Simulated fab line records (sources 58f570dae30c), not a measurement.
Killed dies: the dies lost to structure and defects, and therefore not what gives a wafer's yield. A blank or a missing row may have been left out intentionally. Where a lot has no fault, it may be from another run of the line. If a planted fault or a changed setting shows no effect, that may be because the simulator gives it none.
A lot that was struck, set against a sound lot | flow berkeley_cmos170 | 15 steps out of a route of 331
Sound: these wafers, L351.2, L351.4, L351.5. The struck wafers were L359.3, L359.5, L359.6. Last of all comes the cause.
Each step with rows lists, per side, the tool, then ch with its chambers, then its first start. Under that, the readings that differ: sound wafers | struck wafers | difference of the means | sigmas: that difference in standard deviations of wafers without a fault.
alike: same words and numbers on both sides, and readings whose means sit less than 2 such deviations apart. not compared: any withheld reading, any reading some wafer has no value for, any bound like >300 that may hide the same value, and any number with overlapping values for which the record gives no deviation.
The two part at a step that has a row with sigmas, a row that says differs or no value, or rows on one side only. Numbers that have no deviation but don't overlap get no sigmas and don't part them. A reading that every wafer of one side lacks parts them only if that side has two wafers or more.

first, 4 steps without rows for these wafers: UCB170_PWELL_SOFTBAKE_09 (time 60 s); UCB170_PWELL_EXPOSE_10 (exposes mask PWELL, target cd 3000 nm); UCB170_PWELL_PEB_11; UCB170_PWELL_DEVELOP_12 (develop time 45 s).
UCB170_PWELL_OVL_MEAS_13:
  sound on overlay-02, day 4 20:31; struck on overlay-01, day 6 01:01
  alike: PWELL_OVL
UCB170_PWELL_ETCH_14: etches Si3N4 in CH3F/Ar/O2, stops on SiO2, target depth 242 nm, time 151 s.
  sound on rie_diel-04 ch 0,2, day 4 20:33; struck on rie_diel-01 ch 0,1, day 6 01:02
  alike: drypump_motor_current_A, mfc_ar_sccm, oes_product_au, throttle_valve_pct
  not compared: rf_hours_counter_h
after that, 1 step had no rows for these wafers: UCB170_PWELL_IMPLANT_15.
UCB170_PWELL_STRIP_16: strips in O2.
  sound on plasma_asher-02 ch 0,1, day 4 20:48; struck on plasma_asher-01 ch 0,1, day 6 01:19
  alike: drypump_motor_current_A, oes_product_au, strip_time_to_endpoint_s
  not compared: rf_hours_counter_h
UCB170_PWELL_TW_MEAS_17:
  sound on film_metro-04, day 4 20:55; struck on film_metro-01, day 6 01:24
  alike: PWELL_TW
then, 3 steps without rows for these wafers: UCB170_PWELL_CLEAN_18 (cleans in SPM, time 600 s); UCB170_PWELL_WET_ETCH_19 (etches Si3N4 in H3PO4, time 14400 s); UCB170_PWELL_WET_ETCH_20 (etches SiO2 in BOE, time 22 s).
UCB170_WELLDRIVE_CLEAN_00: cleans in SPM, time 600 s.
  sound on wet_bench-04 ch 0, day 5 05:53; struck on wet_bench-01 ch 0, day 6 06:24
  no value came back on the struck wafers for bath_guard_temp_C (C), bath_heat_duty_pct (%); on the sound wafers bath_guard_temp_C (C) reads 119.2 118.9 119.0
then, 1 step without rows for these wafers: UCB170_WELLDRIVE_OXIDATION_01 (target thk 199 nm, ox time 9000 s).
-- the record jumps here: 5 days lie between the struck wafers' starts before and after (it left off in module WELLDRIVE and takes up again in module M3, whose first step shown is number 331 of the route) --
UCB170_M3_PROBE_99:
  only the struck wafers here have rows in the record (prober-02, day 11 09:07); the sound ones have none

== WHERE THEY PART ==
Last at UCB170_M3_PROBE_99 as far as this record goes, first at UCB170_WELLDRIVE_CLEAN_00.

WHY: what had been put in by the simulator
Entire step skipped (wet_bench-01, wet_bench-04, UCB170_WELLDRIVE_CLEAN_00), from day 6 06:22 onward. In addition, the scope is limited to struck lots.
